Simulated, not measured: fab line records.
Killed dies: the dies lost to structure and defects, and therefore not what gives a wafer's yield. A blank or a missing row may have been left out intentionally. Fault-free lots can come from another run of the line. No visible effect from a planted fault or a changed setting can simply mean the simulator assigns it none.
Chamber matching / flow berkeleyCmos170 / UCB170_M3_ETCH_17 on rieDiel-01: 4 sister chambers
The step etches BARC in N2/H2. 8 wafers are shown with their chamber, then 7 later ones without.

WAFERS PAIRED WITH THEIR CHAMBERS
wafer=L580.5; chamber=0; throttleValvePct (%)=13.42; drypumpMotorCurrentA (A)=6.0
wafer=L580.6; chamber=1; throttleValvePct (%)=13.23; drypumpMotorCurrentA (A)=6.1
wafer=L586.3; chamber=0; throttleValvePct (%)=13.44; drypumpMotorCurrentA (A)=6.1
wafer=L592.1; chamber=1; throttleValvePct (%)=13.25; drypumpMotorCurrentA (A)=6.1
wafer=L592.2; chamber=2; throttleValvePct (%)=13.47; drypumpMotorCurrentA (A)=6.1
wafer=L592.5; chamber=3; throttleValvePct (%)=13.32; drypumpMotorCurrentA (A)=5.9
wafer=L594.1; chamber=2; throttleValvePct (%)=13.49; drypumpMotorCurrentA (A)=6.1
wafer=L594.4; chamber=3; throttleValvePct (%)=13.32; drypumpMotorCurrentA (A)=5.9

WAFERS WITH NO CHAMBER GIVEN
wafer=L594.5; throttleValvePct (%)=13.50; drypumpMotorCurrentA (A)=6.1
wafer=L596.1; throttleValvePct (%)=13.31; drypumpMotorCurrentA (A)=5.9
wafer=L596.2; throttleValvePct (%)=13.43; drypumpMotorCurrentA (A)=6.0
wafer=L596.6; throttleValvePct (%)=13.49; drypumpMotorCurrentA (A)=6.1
wafer=L600.3; throttleValvePct (%)=13.33; drypumpMotorCurrentA (A)=5.9
wafer=L600.4; throttleValvePct (%)=13.47; drypumpMotorCurrentA (A)=6.2
wafer=L600.6; throttleValvePct (%)=13.49; drypumpMotorCurrentA (A)=6.1

THE CHAMBER EACH PASSED THROUGH
wafer=L594.5; from the rows above=2; in truth=2
wafer=L596.1; from the rows above=3; in truth=3
wafer=L596.2; from the rows above=0; in truth=0
wafer=L596.6; from the rows above=2; in truth=2
wafer=L600.3; from the rows above=3; in truth=3
wafer=L600.4; from the rows above=2; in truth=2
wafer=L600.6; from the rows above=2; in truth=2
Correctly placed: 7 of 7. From these rows, 0 cannot be placed. Wrongly placed: 0.
How it was worked out, from the rows above alone: a wafer's distance from a chamber is the root of the sum, over the readings, of the square of ((its reading less the chamber's mean) divided by the reading's scatter). The wafer belongs to the nearest chamber; if the next one is less than 2 further off, it can't be placed. The mean given for a chamber averages the wafers shown for that chamber. How the scatter is found: for the shown wafers, subtract from each reading the mean of its chamber, square and add these, divide the total by (wafers less chambers), then take the root.
